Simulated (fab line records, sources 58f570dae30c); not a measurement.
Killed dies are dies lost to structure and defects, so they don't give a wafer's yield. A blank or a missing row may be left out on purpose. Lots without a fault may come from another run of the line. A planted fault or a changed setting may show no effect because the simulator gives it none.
Split-lot experiment | flow berkeley_cmos170 | 5 lots, 23 wafers read, on a route of 331 steps

THE SPLIT
At UCB170_GATE_COAT_07 (resist thk 900 nm), the setting spin_rpm was moved away from the recipe's 1500 rpm on 9 of the 23 wafers read, by +5.1% to +6.8%. The other wafers ran this setting at the recipe's value.

The reading is taken at the split's own step.

THE READING
KrF_of_GATE_COAT_07.thk_nm (the simulator's own value, which no gauge read), in nm, at UCB170_GATE_COAT_07 (resist thk 900 nm). The file gives no usual value for it. The 14 wafers here that ran the recipe average 900.1 nm, standard deviation 3.3 nm.

wafer  | tool, chamber at the split | spin_rpm as run, rpm | against the recipe | KrF_of_GATE_COAT_07.thk_nm, nm | against lot-mates on the recipe
L075.1 | litho_track-03, 0          | 1577                 | +5.1%              | 882.8                          | -20.4
L075.2 | litho_track-03, 0          | 1577                 | +5.1%              | 881.3                          | -21.9
L075.3 | litho_track-03, 0          | 1500                 | recipe             | 902                            | -
L075.4 | litho_track-03, 0          | 1577                 | +5.1%              | 884.1                          | -19.1
L075.5 | litho_track-03, 0          | 1500                 | recipe             | 904.4                          | -
L077.1 | litho_track-03, 0          | 1602                 | +6.8%              | 867.4                          | -31.8
L077.2 | litho_track-03, 0          | 1500                 | recipe             | 898.9                          | -
L077.4 | litho_track-03, 0          | 1500                 | recipe             | 898.1                          | -
L077.5 | litho_track-03, 0          | 1500                 | recipe             | 900.5                          | -
L077.6 | litho_track-03, 0          | 1602                 | +6.8%              | 867.9                          | -31.3
L078.1 | litho_track-02, 0          | 1500                 | recipe             | 904.2                          | -
L078.3 | litho_track-02, 0          | 1500                 | recipe             | 903.3                          | -
L078.6 | litho_track-02, 0          | 1500                 | recipe             | 904.8                          | -
L081.1 | litho_track-01, 0          | 1500                 | recipe             | 896.4                          | -
L081.2 | litho_track-01, 0          | 1500                 | recipe             | 896.1                          | -
L081.3 | litho_track-01, 0          | 1500                 | recipe             | 895.8                          | -
L081.5 | litho_track-01, 0          | 1588                 | +5.9%              | 870.8                          | -25.3
L081.6 | litho_track-01, 0          | 1588                 | +5.9%              | 871                            | -25.1
L085.1 | litho_track-02, 0          | 1600                 | +6.7%              | 873.4                          | -25.7
L085.3 | litho_track-02, 0          | 1500                 | recipe             | 903                            | -
L085.4 | litho_track-02, 0          | 1600                 | +6.7%              | 874.5                          | -24.6
L085.5 | litho_track-02, 0          | 1500                 | recipe             | 895.8                          | -
L085.6 | litho_track-02, 0          | 1500                 | recipe             | 898.5                          | -

THE FIT
A straight line over all 23 wafers: KrF_of_GATE_COAT_07.thk_nm changes by -4.28 nm for each +1% of spin_rpm; r = -0.96; the points scatter about the line by 3.7 nm.
The same after taking each lot's own level away (the mean of its wafers on the recipe; 23 wafers): -4.18 nm for each +1%; r = -0.99; scatter 1.9 nm.
On that fit, the largest move of spin_rpm shifts the reading by 28 nm.
The lots' own levels span 896.10 to 904.10 nm, that is 2.4 times the standard deviation above.
So the lot-to-lot level changes the slope little: the two slopes agree.
Check: with one of the wafers moved furthest among these (+6.8%) left out of the fit, the line predicts -27.8 nm for it against its lot-mates. It came out at -31.8 nm against them.

OTHER SPLITS ON THESE WAFERS
These wafers also went through other splits before the reading. Each is held against what the fit with the lots' levels taken away leaves over:
other split on the same wafers         | wafers away from the commonest value | r with KrF_of_GATE_COAT_07.thk_nm (lot level and that fit taken away)
UCB170_PWELL_COAT_08 resist_thk_nm     | 11                                   | +0.07
UCB170_PWELL_DEVELOP_12 develop_time_s | 7                                    | -0.42
UCB170_ACTIVE_CVD_05 time_s            | 10                                   | +0.19
UCB170_FIELD_OXIDATION_01 ox_time_s    | 18                                   | -0.40
UCB170_SACOX_OXIDATION_01 ox_time_s    | 15                                   | -0.03
UCB170_NVT_IMPLANT_07 dose_cm2         | 11                                   | +0.36
UCB170_PVT_EXPOSE_03 dose_mj           | 6                                    | -0.32

THE FILE'S OWN FIT
KrF_of_GATE_COAT_07.thk_nm changes by -4.19 nm for each +1% of spin_rpm, r = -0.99.
